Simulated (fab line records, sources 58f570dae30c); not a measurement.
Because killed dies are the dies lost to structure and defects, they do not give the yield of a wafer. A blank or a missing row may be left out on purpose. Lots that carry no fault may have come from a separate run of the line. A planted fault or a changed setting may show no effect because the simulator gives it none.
Which tool is to blame? ; flow berkeley-cmos170 ; 7 lots with 21 wafers sampled at 3 steps, on a route of 331 steps

WHAT THE GAUGES SHOWED, per wafer
UCB170_PSD_TW_MEAS_10.
lot;measured;on;PSD_TW
L434;day 7 01:56;film-metro-02;2370 2367 2354
L436;day 7 07:52;film-metro-03;2326 2332 2328
L440;day 7 11:43;film-metro-01;2307 2313 2305
L441;day 8 04:11;film-metro-01;2210 2212 2223 2209 2211 2226
L453;day 10 19:23;film-metro-01;2314 2309 2308
L456;day 11 12:22;film-metro-02;2349 2341 2342
L455;day 11 12:37;film-metro-03;2308 2306 2308

WHAT TOOL EACH LOT RAN ON (gives the tool, then ch and the chambers of the sampled wafers, and finally the start)
lot;UCB170_PSD_IMPLANT_08;UCB170_PSD_STRIP_09
L434;implanter-03 ch 0, day 7 01:41;plasma-asher-02 ch 0,1, day 7 01:50
L436;implanter-04 ch 0, day 7 07:37;plasma-asher-01 ch 0,1, day 7 07:45
L440;implanter-04 ch 0, day 7 11:28;plasma-asher-02 ch 0,1, day 7 11:37
L441;implanter-02 ch 0, day 8 03:58;plasma-asher-01 ch 1, day 8 04:05
L453;implanter-03 ch 0, day 10 19:09;plasma-asher-03 ch 0,1, day 10 19:16
L456;implanter-04 ch 0, day 11 12:08;plasma-asher-03 ch 0,1, day 11 12:15
L455;implanter-03 ch 0, day 11 12:24;plasma-asher-01 ch 0,1, day 11 12:32
- UCB170_PSD_IMPLANT_08
- UCB170_PSD_STRIP_09: strips in O2.

THE ANSWER, worked out from the rows above alone
Rule: the lots themselves supply what counts as usual. The widest of any qualifying gaps counts: lots, ordered by their means at a reading, are off when they make up no more than a third of the lots, leave a main group of 4 or more, and stand apart from it by 3 or more times the standard deviation of that group's means. A main group is skipped when, at the precision printed for the reading in the tables above, its means are all equal. Also off: a lot with no number at a reading for which 4 or more lots have one. All remaining lots with rows at the step are treated as sound.
Off: L441, seen at UCB170_PSD_TW_MEAS_10 (PSD_TW). For the main group the mean is 2327 and the standard deviation 21.
A tool fits if, at a process step before that reading, it ran every lot that is off, and no sound lot after the first of them. Those tools and the gauges at UCB170_PSD_TW_MEAS_10 are tried in the same way. One fits: implanter-02 at UCB170_PSD_IMPLANT_08. It ran no sound lot before its first lot that is off in this sample, so the start can't be narrowed down.

WHAT HAD BEEN PUT IN BY THE SIMULATOR
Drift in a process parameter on implanter-02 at UCB170_PSD_IMPLANT_08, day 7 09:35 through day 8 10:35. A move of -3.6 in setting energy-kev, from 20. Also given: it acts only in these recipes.
Struck lots among those shown: L441. The rule given above showed the same thing.
